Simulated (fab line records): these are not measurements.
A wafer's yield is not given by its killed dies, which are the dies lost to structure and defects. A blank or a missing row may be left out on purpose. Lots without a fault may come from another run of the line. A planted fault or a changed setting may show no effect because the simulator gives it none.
One fault seen from 2 desks :: flow berkeleyCmos170 :: each desk has only its own numbers; what lay behind them comes last

== THE METROLOGY DESK ==
Means of the sampled wafers that have a number, per lot and without regard to the tool the lot ran on: this is what the gauges read. The brackets show how far a lot's mean lies from the usual mean; more than 4 standard deviations puts the lot out of limits, marked OUT.
Columns: A = PWELL_OVL at UCB170_PWELL_OVL_MEAS_13, usual -1 nm; B = PSD_OVL at UCB170_PSD_OVL_MEAS_07, usual -3 nm; C = cdNm at UCB170_NSD_CD_MEAS_06, usual 1199.8 nm
lot: L516
first seen here: day 3 08:43
A: 8
B: -7
C: 1202.0

lot: L517
first seen here: day 3 16:40
A: -3
B: -3
C: 1198.9

lot: L518
first seen here: day 3 20:18
A: -7
B: 0
C: 1199.8

lot: L520
first seen here: day 4 01:17
A: -6
B: -5
C: 1200.9

lot: L523
first seen here: day 4 16:13
A: -3
B: -4
C: 1200.9

lot: L524
first seen here: day 5 03:19
A: 4
B: -1
C: 1201.6

lot: L525
first seen here: day 5 09:47
A: -13
B: -162 (-31) OUT
C: 1200.0

lot: L527
first seen here: day 5 20:04
A: -2
B: -2
C: 1198.5

lot: L528
first seen here: day 6 00:38
A: -11
B: -160 (-30) OUT
C: 1200.1

lot: L529
first seen here: day 6 09:50
A: -2
B: -162 (-31) OUT
C: 1198.6

lot: L531
first seen here: day 6 10:22
A: -3
B: 5
C: 1199.5

lot: L532
first seen here: day 6 17:25
A: -2
B: -1
C: 1199.0

lot: L534
first seen here: day 7 02:04
A: 1
B: 4
C: 1200.0

lot: L535
first seen here: day 7 05:19
A: 5
B: -6
C: 1199.7

lot: L533
first seen here: day 7 05:29
A: 4
B: -0
C: 1199.9
Per this desk, out of limits: L525, L528, L529; the first was L525, day 9 02:58 (PSD_OVL at UCB170_PSD_OVL_MEAS_07). Within limits: L516, L517, L518, L520, L523, L524, L527, L531, L532, L534, L535, L533.

== DESK OF THE TOOL OWNER: krfScanner-01 ==
The tool's own readings at UCB170_PSD_EXPOSE_03 (exposes mask PSELECT MOD, target cd 1200 nm): means of the sampled wafers that have a number, for each lot that ran on this tool. The brackets show how far a lot's mean lies from the usual mean; more than 4 standard deviations puts the lot out of limits, marked OUT.
Columns: A = exposureDoseMJCm2 at UCB170_PSD_EXPOSE_03, usual 29.51
lot: L518
first seen here: day 7 04:32
A: 29.48

lot: L525
first seen here: day 9 02:28
A: 29.51

lot: L528
first seen here: day 9 16:55
A: 29.53

lot: L529
first seen here: day 10 01:22
A: 29.49
This desk's finding: nothing out of limits on any of the 4 lots.

== BROUGHT TOGETHER ==
Metrology desk: alarm possible at day 9 02:58 on L525, L528, L529.
The tool owner's desk saw nothing out of limits.
Tool owner's desk: L525, L528, L529 on record, inside its limits.
All the named lots went through UCB170_PSD_EXPOSE_03 on krfScanner-01.

== WHAT THE SIMULATOR HAD INSERTED ==
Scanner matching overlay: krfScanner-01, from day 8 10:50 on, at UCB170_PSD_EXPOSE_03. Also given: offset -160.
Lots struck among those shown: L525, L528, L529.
Per desk, hours elapsed from the start of the fault to the first reading out of limits: for the metrology desk, 16.
